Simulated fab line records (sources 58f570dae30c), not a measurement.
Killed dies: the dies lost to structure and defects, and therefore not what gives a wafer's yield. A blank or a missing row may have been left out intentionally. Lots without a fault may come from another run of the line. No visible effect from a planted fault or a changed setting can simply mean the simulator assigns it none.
fab line records | flow berkeley_cmos170
record: lots: 14 | wafers: 42 | last_day: 13
route steps=331 shown ZERO@12 NWELL@16 V2@306
lots untouched by any fault: they come from a run of this same line in which no faults occurred
start_h: hours from the record's opening day to when the first of the lot's shown wafers began | wait_h: time in hours since the lot's previous step | " repeats the value in the row above | L1.1+2: a single row standing in for several wafers | - no value, or no start was given | * or withheld: withheld | < > ~ a bound
route shown NAME@n: NAME is a module with steps in the file, n the number in the route of the first one | usual: mean and standard deviation over wafers with no fault | same: alike in all rows | chamber/n: place in a boat | sites: per-site readings | _std_site: standard deviation of those values | _edge_site: the outer-site mean with the inner-site mean subtracted | radius_mm: for every site, how far away it sits from the centre of the wafer | mask NAME#n: copy n | behind: the most recent tool/chamber to have shaped the wafer | hold: the reason the lot was held/the length of the hold in hours/how it ended | device: whichever transistor did not switch (one of n, p or np) | end of line: tests run on the same wafers once the route is complete | a step given without rows: its recipe and nothing more | killed: the dies lost at the first sort to structure and to defects; this is not the yield of the wafer | map: per-die view of a wafer (x killed, . not killed, _ where there is no die)
set.NAME: the setting the step ran with; set.NAME@STEP: the setting that earlier step ran with | model.NAME: the simulator's own value behind a step, which no gauge read
a sample of lots followed through the steps of the route, with each step as a table and each wafer as a row
services: from which hour (start_h, from the record's first day; less than 0 if before it) a tool's chamber was out of use, for how many hours, and why
== steps ==
step: UCB170_ZERO_ETCH_06
recipe: chemistry: CHF3/CF4/Ar | target: SiO2 | time_s: 12 | pressure_mtorr: 100 | rf_w: 500 | CHF3_flow_sccm: 50 | cf4_flow_sccm: 10 | Ar_flow_sccm: 120 | over_etch_frac: 1.58
usual: drypump_motor_current_A: 5.7/0.54 | oes_product_au: 0.617/0.01 | rf_fwd_power_W: 489.7/2.5 | throttle_valve_pct: 9.25/0.14
same: time_s: 12
lot.wafer | tool        | chamber | start_h | wait_h | drypump_motor_current_A | oes_product_au | rf_fwd_power_W | rf_hours_counter_h | throttle_valve_pct
L614.1    | rie_diel-04 | 2       | 23.12   | -      | 5.7                     | 0.618          | 486.7          | 8                  | 9.35
L614.5    | "           | 3       | "       | "      | 4.8                     | 0.617          | 490.9          | -                  | 9.44
L614.6    | "           | 2       | "       | "      | 5.7                     | 0.619          | 488.1          | -                  | 9.35
L615.1    | rie_diel-02 | 1       | 23.32   | -      | 5.2                     | 0.599          | 488.9          | 21                 | 9.22
L615.4    | "           | 0       | "       | "      | 5.5                     | 0.604          | 490.5          | 5                  | 9.46
L615.5    | "           | 3       | "       | "      | 6.2                     | 0.619          | 489.5          | -                  | 8.95
L620.2    | rie_diel-02 | 2       | 51.05   | -      | 6.1                     | 0.630          | 487.4          | 15                 | 9.12
L620.4    | "           | 0       | "       | "      | 5.5                     | 0.609          | 489.0          | 6                  | 9.44
L620.6    | "           | 2       | "       | "      | 6.1                     | 0.632          | 488.5          | -                  | 9.10
L621.1    | rie_diel-02 | 2       | 57.84   | -      | 6.1                     | 0.627          | 490.0          | 16                 | 9.12
L621.3    | "           | 0       | "       | "      | 5.6                     | 0.605          | 485.0          | 6                  | 9.43
L621.4    | "           | 1       | "       | "      | 5.2                     | 0.606          | 489.3          | 22                 | 9.22
L623.2    | rie_diel-03 | 1       | 65.21   | -      | 6.5                     | 0.620          | 486.4          | 101                | 9.38
L623.3    | "           | 0       | "       | "      | 6.3                     | 0.626          | 487.6          | 104                | 9.24
L623.5    | "           | 1       | "       | "      | 6.6                     | 0.621          | 487.6          | -                  | 9.38
L624.2    | rie_diel-03 | 1       | 71.80   | -      | 6.5                     | 0.632          | 486.6          | 101                | 9.38
L624.3    | "           | 3       | "       | "      | 5.0                     | 0.597          | 490.5          | 100                | 9.31
L624.4    | "           | 0       | "       | "      | 6.3                     | 0.635          | 491.4          | 104                | 9.26
L625.2    | rie_diel-03 | 0       | 74.93   | -      | 6.3                     | 0.624          | 490.0          | 105                | 9.26
L625.5    | "           | 3       | "       | "      | 5.0                     | 0.600          | 490.2          | -                  | 9.33
L625.6    | "           | 0       | "       | "      | 6.3                     | 0.622          | 489.3          | -                  | 9.25
L626.3    | rie_diel-02 | 0       | 80.45   | -      | 5.6                     | 0.599          | 491.1          | 7                  | 9.43
L626.4    | "           | 2       | "       | "      | 6.1                     | 0.628          | 488.7          | 16                 | 9.09
L626.5    | "           | 3       | "       | "      | 6.2                     | 0.614          | 488.3          | -                  | 8.95
L627.1    | rie_diel-03 | 0       | 86.71   | -      | 6.3                     | 0.624          | 491.2          | 105                | 9.24
L627.2    | "           | 2       | "       | "      | 6.3                     | 0.617          | 487.0          | 15                 | 9.19
L627.6    | "           | 0       | "       | "      | 6.3                     | 0.622          | 486.9          | -                  | 9.24
L629.3    | rie_diel-03 | 2       | 99.17   | -      | 6.3                     | 0.629          | 488.7          | 16                 | 9.19
L629.4    | "           | 1       | "       | "      | 6.5                     | 0.628          | 488.1          | 102                | 9.40
L629.5    | "           | 1       | "       | "      | 6.6                     | 0.622          | 488.0          | -                  | 9.38
L630.2    | rie_diel-02 | 2       | 99.23   | -      | 6.1                     | 0.638          | 488.8          | 17                 | 9.10
L630.4    | "           | 1       | "       | "      | 5.2                     | 0.613          | 492.8          | 24                 | 9.22
L630.5    | "           | 0       | "       | "      | 5.6                     | 0.608          | 487.7          | -                  | 9.44
L631.1    | rie_diel-02 | 3       | 108.71  | -      | 6.2                     | 0.620          | 489.2          | 72                 | 8.97
L631.3    | "           | 1       | "       | "      | 5.2                     | 0.607          | 489.5          | 24                 | 9.23
L631.4    | "           | 2       | "       | "      | 6.1                     | 0.639          | 486.8          | 17                 | 9.10
L632.3    | rie_diel-04 | 1       | 112.47  | -      | 5.6                     | 0.624          | 494.0          | 157                | 9.30
L632.4    | "           | 3       | "       | "      | 4.8                     | 0.619          | 491.6          | 62                 | 9.43
L632.6    | "           | 3       | "       | "      | 4.8                     | 0.618          | 492.2          | -                  | 9.42
L636.1    | rie_diel-03 | 1       | 134.09  | -      | 6.6                     | 0.616          | 486.3          | 104                | 9.38
L636.4    | "           | 2       | "       | "      | 6.3                     | 0.614          | 489.4          | 18                 | 9.19
L636.5    | "           | 1       | "       | "      | 6.6                     | 0.626          | 485.2          | -                  | 9.38
step: UCB170_ZERO_STRIP_07
recipe: chemistry: O2 | power_w: 400 | pressure_mtorr: 3500 | platen_temp_c: withheld | o2_flow_sccm: 400 | overash_fraction: 0.5
usual: drypump_motor_current_A: 5.4/0.31 | oes_product_au: 0.727/0.0043 | strip_time_to_endpoint_s: 21.51/0.059
lot.wafer | tool            | chamber | start_h | wait_h | drypump_motor_current_A | oes_product_au | rf_hours_counter_h | strip_time_to_endpoint_s
L614.1    | plasma_asher-01 | 1       | 23.14   | 0.0    | 5.7                     | 0.730          | 28                 | 21.53
L614.5    | "               | 1       | "       | "      | 5.8                     | 0.723          | -                  | 21.53
L614.6    | "               | 0       | "       | "      | 5.4                     | 0.729          | -                  | 21.49
L615.1    | plasma_asher-03 | 0       | 23.34   | 0.0    | 4.9                     | 0.732          | 22                 | 21.57
L615.4    | "               | 0       | "       | "      | 4.9                     | 0.725          | -                  | 21.59
L615.5    | "               | 0       | "       | "      | 4.9                     | 0.734          | -                  | 21.60
L620.2    | plasma_asher-03 | 0       | 51.07   | 0.0    | 4.9                     | 0.728          | 25                 | 21.49
L620.4    | "               | 1       | "       | "      | 5.7                     | 0.725          | -                  | 21.51
L620.6    | "               | 0       | "       | "      | 4.9                     | 0.723          | -                  | 21.45
L621.1    | plasma_asher-03 | 0       | 57.87   | 0.0    | 4.9                     | 0.728          | 26                 | 21.49
L621.3    | "               | 1       | "       | "      | 5.7                     | 0.724          | -                  | 21.47
L621.4    | "               | 0       | "       | "      | 4.9                     | 0.727          | -                  | 21.56
L623.2    | plasma_asher-03 | 1       | 65.24   | 0.0    | 5.7                     | 0.729          | 26                 | 21.44
L623.3    | "               | 0       | "       | "      | 4.9                     | 0.724          | -                  | 21.39
L623.5    | "               | 0       | "       | "      | 4.9                     | 0.723          | -                  | 21.45
L624.2    | plasma_asher-01 | 1       | 71.82   | 0.0    | 5.7                     | 0.732          | 33                 | 21.66
L624.3    | "               | 1       | "       | "      | 5.8                     | 0.734          | -                  | 21.62
L624.4    | "               | 0       | "       | "      | 5.4                     | 0.724          | -                  | 21.57
L625.2    | plasma_asher-01 | 0       | 74.96   | 0.0    | 5.4                     | 0.730          | 34                 | 21.38
L625.5    | "               | 1       | "       | "      | 5.7                     | 0.727          | -                  | 21.43
L625.6    | "               | 0       | "       | "      | 5.4                     | 0.721          | -                  | 21.42
L626.3    | plasma_asher-03 | 1       | 80.50   | 0.0    | 5.7                     | 0.729          | -                  | 21.52
L626.4    | "               | 0       | "       | "      | 4.9                     | 0.733          | -                  | 21.49
L626.5    | "               | 0       | "       | "      | 4.9                     | 0.719          | -                  | 21.61
L627.1    | plasma_asher-04 | 1       | 86.73   | 0.0    | 5.5                     | 0.733          | 35                 | 21.53
L627.2    | "               | 0       | "       | "      | 5.5                     | 0.728          | 35                 | 21.45
L627.6    | "               | 1       | "       | "      | 5.4                     | 0.725          | -                  | 21.49
L629.3    | plasma_asher-01 | 1       | 99.22   | 0.0    | 5.7                     | 0.727          | -                  | 21.54
L629.4    | "               | 0       | "       | "      | 5.4                     | 0.723          | -                  | 21.44
L629.5    | "               | 1       | "       | "      | 5.7                     | 0.725          | -                  | 21.58
L630.2    | plasma_asher-04 | 0       | 99.26   | 0.0    | 5.5                     | 0.726          | 36                 | 21.57
L630.4    | "               | 0       | "       | "      | 5.5                     | 0.726          | -                  | 21.48
L630.5    | "               | 0       | "       | "      | 5.5                     | 0.727          | -                  | 21.47
L631.1    | plasma_asher-03 | 0       | 108.74  | 0.0    | 4.9                     | 0.721          | 32                 | 21.54
L631.3    | "               | 0       | "       | "      | 4.9                     | 0.720          | -                  | 21.57
L631.4    | "               | 1       | "       | "      | 5.7                     | 0.731          | -                  | 21.57
L632.3    | plasma_asher-01 | 1       | 112.52  | 0.0    | 5.7                     | 0.725          | -                  | 21.57
L632.4    | "               | 0       | "       | "      | 5.4                     | 0.721          | -                  | 21.58
L632.6    | "               | 1       | "       | "      | 5.8                     | 0.728          | -                  | 21.57
L636.1    | plasma_asher-04 | 0       | 134.11  | 0.0    | 5.4                     | 0.733          | 2                  | 21.40
L636.4    | "               | 0       | "       | "      | 5.5                     | 0.731          | -                  | 21.41
L636.5    | "               | 0       | "       | "      | 5.5                     | 0.730          | -                  | 21.45
step: UCB170_NWELL_THK_MEAS_02
recipe: reads: SiO2_of_NWELL_OXIDATION_01
usual: NWELL_OXIDE_THK: 26.2/0.59
lot.wafer | tool          | chamber | start_h | wait_h | NWELL_OXIDE_THK[nm]
L614.1    | film_metro-04 | -       | 30.27   | 0.0    | 25.0
L614.5    | "             | -       | "       | "      | 25.3
L614.6    | "             | -       | "       | "      | 25.8
L615.1    | film_metro-04 | -       | 30.33   | 0.1    | 25.1
L615.4    | "             | -       | "       | "      | 25.2
L615.5    | "             | -       | "       | "      | 25.1
L620.2    | film_metro-03 | -       | 55.53   | 0.0    | 27.1
L620.4    | "             | -       | "       | "      | 26.8
L620.6    | "             | -       | "       | "      | 26.6
L621.1    | film_metro-04 | -       | 63.97   | 0.0    | 26.2
L621.3    | "             | -       | "       | "      | 26.4
L621.4    | "             | -       | "       | "      | 26.3
L623.2    | film_metro-02 | -       | 70.70   | 0.0    | 26.4
L623.3    | "             | -       | "       | "      | 25.9
L623.5    | "             | -       | "       | "      | 25.9
L624.2    | film_metro-02 | -       | 78.07   | 0.0    | 25.4
L624.3    | "             | -       | "       | "      | 26.3
L624.4    | "             | -       | "       | "      | 26.3
L625.2    | film_metro-04 | -       | 78.07   | 0.0    | 25.9
L625.5    | "             | -       | "       | "      | 26.2
L625.6    | "             | -       | "       | "      | 26.1
L626.3    | film_metro-04 | -       | 85.44   | 0.0    | 27.6
L626.4    | "             | -       | "       | "      | 27.3
L626.5    | "             | -       | "       | "      | 26.9
L627.1    | film_metro-04 | -       | 93.57   | 0.0    | 25.8
L627.2    | "             | -       | "       | "      | 26.1
L627.6    | "             | -       | "       | "      | 25.8
L630.2    | film_metro-03 | -       | 105.45  | 0.0    | 25.5
L630.4    | "             | -       | "       | "      | 25.8
L630.5    | "             | -       | "       | "      | 25.9
L629.3    | film_metro-04 | -       | 105.46  | 0.0    | 26.0
L629.4    | "             | -       | "       | "      | 26.4
L629.5    | "             | -       | "       | "      | 25.9
L631.1    | film_metro-04 | -       | 115.69  | 0.0    | 25.2
L631.3    | "             | -       | "       | "      | 25.4
L631.4    | "             | -       | "       | "      | 25.5
L632.3    | film_metro-04 | -       | 115.77  | 0.1    | 25.6
L632.4    | "             | -       | "       | "      | 25.4
L632.6    | "             | -       | "       | "      | 26.2
L636.1    | film_metro-03 | -       | 143.33  | 0.0    | 26.7
L636.4    | "             | -       | "       | "      | 26.9
L636.5    | "             | -       | "       | "      | 26.8
step: UCB170_V2_ETCH_14
recipe: chemistry: CHF3/CF4/Ar | target: SiO2 | stop_on: Al | CHF3_flow_sccm: 45 | cf4_flow_sccm: 15 | Ar_flow_sccm: 150 | pressure_mtorr: 200 | rf_w: 700 | target_depth_a: 12500 | over_etch_frac: 0.25 | time_s: 291
usual: drypump_motor_current_A: 5.6/0.57 | oes_product_au: 0.871/0.013 | rf_fwd_power_W: 698.1/1.9 | throttle_valve_pct: 6.96/0.1
same: time_s: 291
lot.wafer | tool        | chamber | start_h | wait_h | drypump_motor_current_A | oes_product_au | rf_fwd_power_W | rf_hours_counter_h | throttle_valve_pct
L614.1    | rie_diel-04 | 3       | 187.84  | 0.0    | 4.8                     | 0.864          | 695.2          | 66                 | 7.10
L614.5    | "           | 3       | "       | "      | 4.8                     | 0.868          | 695.6          | -                  | 7.09
L614.6    | "           | 1       | "       | "      | 5.6                     | 0.879          | 700.4          | -                  | 6.97
L615.1    | rie_diel-01 | 2       | 188.93  | 0.0    | 5.3                     | 0.877          | 696.1          | 20                 | 6.87
L615.4    | "           | 1       | "       | "      | 6.3                     | 0.871          | 698.0          | 126                | 6.86
L615.5    | "           | 0       | "       | "      | 5.4                     | 0.875          | 699.1          | -                  | 7.03
L620.2    | rie_diel-04 | 3       | 214.16  | 0.0    | 4.8                     | 0.863          | 697.4          | 68                 | 7.11
L620.4    | "           | 3       | "       | "      | 4.8                     | 0.871          | 700.5          | -                  | 7.10
L620.6    | "           | 2       | "       | "      | 5.7                     | 0.866          | 697.5          | -                  | 7.06
L621.1    | rie_diel-04 | 2       | 216.12  | 0.0    | 5.7                     | 0.867          | 700.3          | 19                 | 7.05
L621.3    | "           | 3       | "       | "      | 4.8                     | 0.870          | 696.1          | 68                 | 7.11
L621.4    | "           | 2       | "       | "      | 5.7                     | 0.866          | 697.8          | -                  | 7.04
L624.2    | rie_diel-01 | 3       | 226.58  | 0.0    | 4.9                     | 0.863          | 701.2          | 121                | 6.82
L624.3    | "           | 2       | "       | "      | 5.3                     | 0.882          | 699.5          | 22                 | 6.83
L624.4    | "           | 0       | "       | "      | 5.4                     | 0.884          | 695.8          | 118                | 7.03
L625.2    | rie_diel-04 | 2       | 226.85  | 0.0    | 5.7                     | 0.861          | 696.6          | 19                 | 7.05
L625.5    | "           | 0       | "       | "      | 5.6                     | 0.871          | 700.4          | -                  | 6.81
L625.6    | "           | 3       | "       | "      | 4.8                     | 0.862          | 697.7          | -                  | 7.09
L623.2    | rie_diel-01 | 1       | 228.19  | 0.0    | 6.2                     | 0.883          | 698.1          | 128                | 6.86
L623.3    | "           | 3       | "       | "      | 5.0                     | 0.864          | 700.7          | 121                | 6.82
L623.5    | "           | 0       | "       | "      | 5.4                     | 0.882          | 698.4          | -                  | 7.03
L626.3    | rie_diel-03 | 0       | 241.10  | 0.0    | 6.3                     | 0.885          | 699.4          | 112                | 6.95
L626.4    | "           | 3       | "       | "      | 5.0                     | 0.853          | 696.9          | 108                | 7.03
L626.5    | "           | 0       | "       | "      | 6.4                     | 0.882          | 699.6          | -                  | 6.94
L629.3    | rie_diel-01 | 3       | 259.00  | 0.0    | 5.0                     | 0.868          | 701.0          | 122                | 6.82
L629.4    | "           | 2       | "       | "      | 5.3                     | 0.882          | 698.1          | 23                 | 6.84
L629.5    | "           | 0       | "       | "      | 5.4                     | 0.884          | 699.4          | -                  | 7.03
L630.2    | rie_diel-03 | 0       | 260.51  | 0.0    | 6.3                     | 0.886          | 695.6          | 113                | 6.96
L630.4    | "           | 3       | "       | "      | 5.0                     | 0.850          | 695.9          | 109                | 7.02
L630.5    | "           | 2       | "       | "      | 6.3                     | 0.877          | 697.8          | -                  | 6.89
L627.1    | rie_diel-01 | 2       | 261.14  | 0.0    | 5.3                     | 0.878          | 614.9          | 23                 | 6.85
L627.2    | "           | 3       | "       | "      | 4.9                     | 0.864          | 615.1          | 122                | 6.82
L627.6    | "           | 3       | "       | "      | 5.0                     | 0.862          | 613.0          | -                  | 6.84
L632.3    | rie_diel-04 | 3       | 275.53  | 0.0    | 4.8                     | 0.859          | 700.3          | 71                 | 7.11
L632.4    | "           | 1       | "       | "      | 5.6                     | 0.848          | 697.2          | -                  | 7.01
L632.6    | "           | 3       | "       | "      | 4.8                     | 0.873          | 696.4          | -                  | 7.11
L631.1    | rie_diel-01 | 2       | 275.91  | 0.0    | 5.3                     | 0.882          | 613.3          | 24                 | 6.84
L631.3    | "           | 3       | "       | "      | 5.0                     | 0.869          | 612.3          | 123                | 6.84
L631.4    | "           | 0       | "       | "      | 5.4                     | 0.875          | 618.8          | 120                | 7.04
L636.1    | rie_diel-03 | 0       | 305.69  | 0.0    | 6.3                     | 0.892          | 693.7          | 115                | 6.96
L636.4    | "           | 1       | "       | "      | 6.6                     | 0.885          | 698.3          | 111                | 7.07
L636.5    | "           | 3       | "       | "      | 5.0                     | 0.851          | 695.9          | -                  | 7.03
step: UCB170_V2_STRIP_15
recipe: chemistry: O2 | power_w: 400 | pressure_mtorr: 3500 | platen_temp_c: withheld | o2_flow_sccm: 400 | overash_fraction: 0.5
usual: drypump_motor_current_A: 5.33/0.25 | oes_product_au: 0.721/0.0047 | strip_time_to_endpoint_s: 15.35/0.11
lot.wafer | tool            | chamber | start_h | wait_h | drypump_motor_current_A | oes_product_au | rf_hours_counter_h | strip_time_to_endpoint_s
L614.1    | plasma_asher-04 | 0       | 188.02  | 0.1    | 5.47                    | 0.714          | 7                  | 15.46
L614.5    | "               | 1       | "       | "      | 5.43                    | 0.717          | -                  | 15.52
L614.6    | "               | 0       | "       | "      | 5.44                    | 0.728          | -                  | 15.37
L615.1    | plasma_asher-04 | 0       | 189.10  | 0.1    | 5.45                    | 0.721          | 7                  | 15.42
L615.4    | "               | 0       | "       | "      | 5.45                    | 0.722          | -                  | 15.36
L615.5    | "               | 1       | "       | "      | 5.45                    | 0.713          | -                  | 15.50
L620.2    | plasma_asher-03 | 1       | 214.34  | 0.1    | 5.74                    | 0.716          | 44                 | 15.40
L620.4    | "               | 1       | "       | "      | 5.70                    | 0.719          | -                  | 15.41
L620.6    | "               | 0       | "       | "      | 4.86                    | 0.725          | -                  | 15.27
L621.1    | plasma_asher-02 | 0       | 216.30  | 0.1    | 5.19                    | 0.717          | 50                 | 15.25
L621.3    | "               | 0       | "       | "      | 5.18                    | 0.719          | -                  | 15.49
L621.4    | "               | 1       | "       | "      | 5.07                    | 0.723          | -                  | 15.22
L624.2    | plasma_asher-03 | 1       | 226.76  | 0.1    | 5.70                    | 0.723          | 46                 | 15.40
L624.3    | "               | 1       | "       | "      | 5.71                    | 0.724          | -                  | 15.37
L624.4    | "               | 0       | "       | "      | 4.88                    | 0.718          | -                  | 15.34
L625.2    | plasma_asher-02 | 0       | 227.03  | 0.1    | 5.20                    | 0.719          | 51                 | 15.25
L625.5    | "               | 0       | "       | "      | 5.19                    | 0.728          | -                  | 15.24
L625.6    | "               | 1       | "       | "      | 5.07                    | 0.720          | -                  | 15.42
L623.2    | plasma_asher-03 | 1       | 228.37  | 0.1    | 5.72                    | 0.718          | 46                 | 15.15
L623.3    | "               | 0       | "       | "      | 4.86                    | 0.728          | -                  | 15.41
L623.5    | "               | 1       | "       | "      | 5.68                    | 0.717          | -                  | 15.26
L626.3    | plasma_asher-04 | 0       | 241.31  | 0.1    | 5.45                    | 0.714          | -                  | 15.28
L626.4    | "               | 1       | "       | "      | 5.46                    | 0.728          | -                  | 15.41
L626.5    | "               | 0       | "       | "      | 5.45                    | 0.724          | -                  | 15.32
L629.3    | plasma_asher-02 | 0       | 259.21  | 0.1    | 5.20                    | 0.724          | -                  | 15.50
L629.4    | "               | 1       | "       | "      | 5.06                    | 0.723          | -                  | 15.40
L629.5    | "               | 0       | "       | "      | 5.20                    | 0.719          | -                  | 15.38
L630.2    | plasma_asher-03 | 0       | 260.69  | 0.1    | 4.87                    | 0.720          | 50                 | 15.19
L630.4    | "               | 1       | "       | "      | 5.70                    | 0.724          | -                  | 15.23
L630.5    | "               | 0       | "       | "      | 4.87                    | 0.718          | -                  | 15.25
L627.1    | plasma_asher-04 | 0       | 261.32  | 0.1    | 5.46                    | 0.721          | 15                 | 15.89
L627.2    | "               | 1       | "       | "      | 5.47                    | 0.733          | 15                 | 15.89
L627.6    | "               | 1       | "       | "      | 5.47                    | 0.725          | -                  | 15.98
L632.3    | plasma_asher-02 | 1       | 275.74  | 0.1    | 5.06                    | 0.722          | -                  | 15.52
L632.4    | "               | 0       | "       | "      | 5.19                    | 0.714          | -                  | 15.47
L632.6    | "               | 0       | "       | "      | 5.17                    | 0.716          | -                  | 15.53
L631.1    | plasma_asher-03 | 0       | 276.09  | 0.1    | 4.87                    | 0.719          | 52                 | 15.81
L631.3    | "               | 1       | "       | "      | 5.73                    | 0.728          | -                  | 15.83
L631.4    | "               | 0       | "       | "      | 4.88                    | 0.722          | -                  | 15.71
L636.1    | plasma_asher-04 | 0       | 305.87  | 0.1    | 5.49                    | 0.717          | 20                 | 15.36
L636.4    | "               | 0       | "       | "      | 5.47                    | 0.721          | -                  | 15.42
L636.5    | "               | 1       | "       | "      | 5.45                    | 0.720          | -                  | 15.31
== services ==
tool            | chamber | start_h | hours | kind
rie_diel-04     | 1       | 23.52   | 2.6   | repair
rie_diel-01     | 1       | 24.95   | 2.4   | repair
rie_diel-04     | 2       | 30.59   | 1.9   | repair
rie_diel-03     | 1       | 36.24   | 13.3  | repair
rie_diel-01     | 2       | 38.05   | 11.8  | repair
rie_diel-04     | 2       | 41.97   | 4.2   | repair
rie_diel-03     | -       | 59.28   | 1.0   | repair
rie_diel-04     | -       | 60.26   | 0.1   | repair
plasma_asher-04 | -       | 108.75  | 9.0   | pm
rie_diel-01     | 2       | 112.78  | 16.7  | repair
rie_diel-02     | 3       | 118.94  | 10.0  | repair
rie_diel-02     | 2       | 125.42  | 4.2   | repair
rie_diel-04     | 1       | 145.68  | 6.8   | repair
rie_diel-03     | 3       | 145.85  | 5.5   | repair
rie_diel-04     | 1       | 177.78  | 5.5   | repair
plasma_asher-04 | -       | 183.36  | 3.0   | repair
rie_diel-04     | 2       | 184.69  | 5.2   | repair
plasma_asher-04 | -       | 185.76  | 2.0   | repair
rie_diel-04     | 1       | 199.88  | 3.4   | repair
rie_diel-03     | 3       | 202.35  | 9.5   | repair
rie_diel-03     | -       | 236.35  | 0.4   | repair
rie_diel-04     | 1       | 255.65  | 8.1   | repair
rie_diel-04     | 2       | 265.96  | 19.3  | repair
rie_diel-03     | 2       | 270.54  | 1.4   | repair
== key ==
first_sign: step: UCB170_V2_ETCH_14 | reading: rf_fwd_power_W | direction: down | sigmas: 43 | usual: 698.1 | struck: 614.6
effect: step: UCB170_V2_STRIP_15 | reading: strip_time_to_endpoint_s | direction: up | sigmas: 4.4 | usual: * | struck: *
met_at UCB170_V2_ETCH_14
struck_lots L627,L631
not_acting_at UCB170_ZERO_ETCH_06,UCB170_ZERO_STRIP_07,UCB170_NWELL_THK_MEAS_02
onset_between 259.00 261.14
fault: kind: process_parameter_drift | tool: rie_diel-01 | chamber: - | onset_h: 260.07 | steps: UCB170_V2_ETCH_14 | channel: rf_w | offset: -84 | shape: step | end_h: 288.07 | acts_in: these_recipes_only | stated: 700
